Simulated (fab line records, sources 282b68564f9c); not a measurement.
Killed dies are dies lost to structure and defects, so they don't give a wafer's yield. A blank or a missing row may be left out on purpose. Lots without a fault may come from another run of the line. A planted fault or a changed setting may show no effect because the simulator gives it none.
Problem report in the 8D (eight disciplines) form, filled by code | flow rit_cmos | the parts of the form that need people (team, actions taken, sign-off) are left out

1. THE PROBLEM
GATE_POLY_THK at RIT_GATE_THK_MEAS_09 reads a mean of 273.0 nm on 3 wafers of 1 lot; wafers without a fault read 249.5 nm with a standard deviation of 1.9. That is +12 standard deviations from the usual mean.
First seen on wafer L464.1, day 4 16:41, on film_metro-03. The record holds 39 wafers of 13 lots with a number at this step. Rule for "out", or "out of limits": more than 4 standard deviations from the usual mean. The other wafers with a number count as sound.

2. WHAT IT IS AND WHAT IT IS NOT
question                    | is                     | is not
which readings at this step | GATE_POLY_THK          | -
which lots                  | L464                   | L454, L455, L456, L457, L458, L462, L468, L469, L470, L471, L473, L476
which wafers of those lots  | all that have a number | -
read on which gauges        | film_metro-03          | film_metro-02, film_metro-04
when                        | from day 4 16:41       | up to then (18 sound wafers); but 18 sound wafers of L468, L469, L470, L471, L473, L476 came after

3. SUSPECTS, AND WHAT RULES EACH OUT
Counting: a tool at a process step up to the reading stays a suspect if it ran every lot that is out and no sound lot after the first of them.
- the gauge at RIT_GATE_THK_MEAS_09: kept. All the wafers that are out were read on film_metro-03, and no step on other tools shows them out.
- lpcvd-02 at RIT_GATE_CVD_08 (deposits poly-Si from SiH4, target thk 250 nm, time 2220 s): ruled out as a lasting fault. Sound lots L473 ran on it after its first lot that is out, L464 (day 4 15:04).
Left after counting: film_metro-03 at RIT_GATE_THK_MEAS_09.

4. THE CAUSE (what the simulator had put in)
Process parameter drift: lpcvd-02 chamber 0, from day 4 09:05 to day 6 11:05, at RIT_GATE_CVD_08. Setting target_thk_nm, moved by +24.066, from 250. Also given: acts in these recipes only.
Counting ruled it out, wrongly: the rule takes a fault to strike every lot that its tool runs from its start on, and this one did not.

5. THE CHAIN OF EFFECTS, in route order
Each row: a reading whose mean over the struck wafers that have a number lies more than 3 standard deviations from the usual. Only readings for which the record gives a usual standard deviation are gone through. hours: the time from each lot's start at the first step in this table that gives one to its start at this step, as a median over the lots. sigmas: the change in usual standard deviations.
hours | step                 | reading        | usual      | on struck wafers | change | sigmas
0     | RIT_GATE_THK_MEAS_09 | GATE_POLY_THK  | 249.5 nm   | 273.0            | +23.5  | +12
4     | RIT_GATE_ETCH_19     | oes_product_au | 0.846 a.u. | 0.917            | +0.071 | +3.7
The process steps in it:
- RIT_GATE_ETCH_19: etches poly-Si in SF6/CHF3/O2, stops on SiO2, time 165 s, target depth 312.5 nm.

6. WHAT WOULD HAVE CAUGHT IT SOONER
In this record the first reading out of limits at a measuring or inspecting step was taken at day 4 16:41, 8 hours after the fault began at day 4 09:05.
Of the tool readings at RIT_GATE_CVD_08 for which the record gives a usual standard deviation, none was out on any struck wafer, so an alarm limit of 4 standard deviations on them would not have fired.
